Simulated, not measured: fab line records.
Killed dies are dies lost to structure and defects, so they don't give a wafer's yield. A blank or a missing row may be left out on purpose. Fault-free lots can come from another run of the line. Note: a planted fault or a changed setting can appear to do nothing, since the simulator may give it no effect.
Struck lot and sound lot, side by side | flow berkeleyCmos170 | 23 steps out of a route of 331
Sound: wafers L514.1, L514.4, L514.6. The struck wafers were L534.1, L534.4, L534.6. The cause is named last.
Order at every step that has rows: each side's tool, ch and its chambers, its first start. Under that, the readings that differ: sound wafers | struck wafers | difference of the means | sigmas: that difference in standard deviations of wafers without a fault.
alike: readings with means less than 2 such deviations apart, plus words and numbers identical on both sides. not compared: withheld readings, readings lacking a value on some wafer, bounds such as >300 that could conceal the same value, and numbers that have no deviation in the record and whose values overlap.
The two part at a step that has a row with sigmas, a row that says differs or no value, or rows on one side only. When numbers do not overlap yet have no deviation, they are printed without sigmas and do not part them. A reading missing from all wafers of one side parts the sides only when that side holds two or more wafers.

first, 5 steps without rows for these wafers: UCB170_PSD_COAT_01 (resist thk 900 nm); UCB170_PSD_SOFTBAKE_02 (time 60 s); UCB170_PSD_EXPOSE_03 (exposes mask PSELECT MOD, target cd 1200 nm); UCB170_PSD_PEB_04; UCB170_PSD_DEVELOP_05 (develop time 45 s).
UCB170_PSD_CD_MEAS_06: the cd target is 1200 nm.
  struck on cdSem-01, day 13 00:48; sound on cdSem-02, day 8 13:26
  alike: cdNm
UCB170_PSD_OVL_MEAS_07:
  struck on overlay-01, day 13 00:55; sound on overlay-01, day 8 13:33
  alike: PSD_OVL
next, for these wafers, 1 step has no rows: UCB170_PSD_IMPLANT_08.
UCB170_PSD_STRIP_09: strips in O2.
  sound on plasmaAsher-04 ch 0,1, day 8 13:44; struck on plasmaAsher-04 ch 0,1, day 13 01:06
  alike: drypumpMotorCurrentA, oesProductAu, stripTimeToEndpointS
  not compared: rfHoursCounterH
UCB170_PSD_TW_MEAS_10:
  struck on filmMetro-01, day 13 01:12; sound on filmMetro-02, day 8 13:50
  alike: PSD_TW
then, 2 steps without rows for these wafers: UCB170_PSD_CLEAN_11 (cleans in SPM, time 600 s); UCB170_NSD_HMDS_00 (prime time 60 s).
UCB170_NSD_COAT_01: resist thk 900 nm.
  sound on lithoTrack-02 ch 0, day 8 14:51; struck on lithoTrack-02 ch 0, day 13 01:35
reading                             | sound                | struck               | difference | sigmas
spinSpeedRpm (rpm)                  | 1498.5 1500.3 1499.4 | 1086.3 1084.9 1084.5 | -414.2     | -99 or more
model.KrF_of_NSD_COAT_01.thkNm (nm) | 899.4 896 897.9      | 1056 1061 1058       | +161       | 
  alike: dispensePressureKPa
then, 3 steps without rows for these wafers: UCB170_NSD_SOFTBAKE_02 (time 60 s); UCB170_NSD_EXPOSE_03 (exposes mask NSELECT MOD, target cd 1200 nm); UCB170_NSD_PEB_04.
UCB170_NSD_DEVELOP_05: develop time 45 s.
  sound on lithoTrack-01 ch 0; struck on lithoTrack-01 ch 0
reading                             | sound             | struck         | difference | sigmas
model.KrF_of_NSD_COAT_01.thkNm (nm) | 885.2 881.8 883.6 | 1042 1047 1044 | +161       | 
UCB170_NSD_CD_MEAS_06: the cd target is 1200 nm.
  struck on cdSem-02, day 13 02:25; sound on cdSem-02, day 8 16:04
reading   | sound                | struck               | difference | sigmas
cdNm (nm) | 1199.0 1199.9 1199.7 | 1194.0 1191.7 1191.9 | -7.0       | -6
UCB170_NSD_OVL_MEAS_07:
  struck on overlay-01, day 13 02:32; sound on overlay-01, day 8 16:11
reading      | sound | struck    | difference | sigmas
NSD_OVL (nm) | 9 6 4 | -4 -13 -4 | -13        | -2
next, for these wafers, 1 step has no rows: UCB170_NSD_IMPLANT_08.
UCB170_NSD_STRIP_09: strips in O2.
  sound on plasmaAsher-01 ch 0,1, day 8 16:22; struck on plasmaAsher-03 ch 0,1, day 13 02:43
reading                  | sound             | struck            | difference | sigmas
oesProductAu (a.u.)      | 0.537 0.531 0.532 | 0.556 0.559 0.549 | +0.021     | +5
stripTimeToEndpointS (s) | 35.75 35.67 35.73 | 39.52 39.69 39.59 | +3.88      | +44
  alike: drypumpMotorCurrentA
  not compared: rfHoursCounterH
UCB170_NSD_TW_MEAS_10:
  struck on filmMetro-02, day 13 02:49; sound on filmMetro-02, day 8 16:28
  alike: NSD_TW
UCB170_M3_PROBE_99:
  record: rows for the struck wafers here (prober-01, day 14 03:05), none for the sound ones

WHERE THEY PART
At UCB170_NSD_COAT_01 first; at UCB170_M3_PROBE_99 last (within this record only).

WHY: whatever the simulator had introduced
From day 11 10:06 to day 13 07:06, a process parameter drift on lithoTrack-02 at UCB170_NSD_COAT_01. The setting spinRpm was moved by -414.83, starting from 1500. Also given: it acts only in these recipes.
